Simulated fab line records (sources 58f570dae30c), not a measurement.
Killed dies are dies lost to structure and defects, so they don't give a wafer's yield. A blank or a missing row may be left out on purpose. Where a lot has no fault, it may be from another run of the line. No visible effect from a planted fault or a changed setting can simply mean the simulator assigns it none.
Struck lot and sound lot, side by side	flow berkeleyCmos170	14 out of 331 route steps
Sound: these wafers, L119.3, L119.4, L119.6. Wafers struck: L115.2, L115.4, L115.5. The cause comes at the end.
Per side, at each step with rows, come the tool, then ch with its chambers, and then its first start. Under that, the readings that differ: sound wafers	struck wafers	difference of the means	sigmas: that difference in standard deviations of wafers without a fault.
alike: a reading whose means differ by less than 2 such deviations, as well as words and numbers matching on both sides. not compared: withheld readings; readings where some wafer has no value; bounds like >300 that might hide an equal value; numbers whose values overlap and for which the record gives no deviation.
A row with sigmas, a row that says differs or no value, or rows on one side alone: a step with any of these is where the two part. Numbers that have no deviation but don't overlap get no sigmas and don't part them. A reading missing from all wafers of one side parts the sides only when that side holds two or more wafers.

first, 3 steps without rows for these wafers: UCB170_ACTIVE_EXPOSE_10 (exposes mask ACTIVE, target cd 1200 nm); UCB170_ACTIVE_PEB_11; UCB170_ACTIVE_DEVELOP_12 (develop time 45 s).
UCB170_ACTIVE_CD_MEAS_13: target cd 1200 nm.
  sound on cdSem-01, day 8 19:55; struck on cdSem-02, day 7 14:39
  alike: cdNm
UCB170_ACTIVE_OVL_MEAS_14:
  sound on overlay-02, day 8 20:00; struck on overlay-02, day 7 14:45
  alike: ACTIVE_OVL
UCB170_ACTIVE_ETCH_15: etches Si3N4 in CH3F/Ar/O2, stops on SiO2, target depth 242 nm, time 151 s.
  sound on rieDiel-04 ch 0,2,3, day 8 20:01; struck on rieDiel-03 ch 1,2,3, day 7 14:47
  alike: CH3F_flow_sccm, drypumpMotorCurrentA, oesProductAu, throttleValvePct
  not compared: rfHoursCounterH
UCB170_ACTIVE_STRIP_16: strips in O2.
  sound on plasmaAsher-04 ch 0,1, day 8 20:10; struck on plasmaAsher-04 ch 0,1, day 7 14:53
reading	sound	struck	difference	sigmas
oesProductAu (a.u.)	0.729 0.722 0.727	0.718 0.715 0.715	-0.010	-2
  alike: drypumpMotorCurrentA, stripTimeToEndpointS
  not compared: rfHoursCounterH
UCB170_ACTIVE_CD_MEAS_90: target cd 1200 nm.
  sound on cdSem-02, day 8 20:16; struck on cdSem-01, day 7 15:00
  alike: cdNm
then, 4 steps without rows for these wafers: UCB170_ACTIVE_CLEAN_17 (cleans in SPM, time 600 s); UCB170_PFIELD_HMDS_00 (prime time 60 s); UCB170_PFIELD_COAT_01 (resist thk 900 nm); UCB170_PFIELD_SOFTBAKE_02 (time 60 s).
UCB170_PFIELD_EXPOSE_03: exposes mask PFIELD, target cd 1500 nm.
  sound on krfScanner-02 ch 0, day 8 22:00; struck on krfScanner-01, day 7 15:45
  no value came back on the struck wafers for exposureDoseMJCm2, focusOffsetNm (nm), sigmaOuter; on the sound wafers exposureDoseMJCm2 reads 29.975 29.992 29.997
  alike: mask
following that, these wafers have no rows for 1 step: UCB170_PFIELD_PEB_04.

== WHERE THEY PART ==
First at UCB170_ACTIVE_STRIP_16; last, within this record, at UCB170_PFIELD_EXPOSE_03.

WHY: the cause the simulator had injected
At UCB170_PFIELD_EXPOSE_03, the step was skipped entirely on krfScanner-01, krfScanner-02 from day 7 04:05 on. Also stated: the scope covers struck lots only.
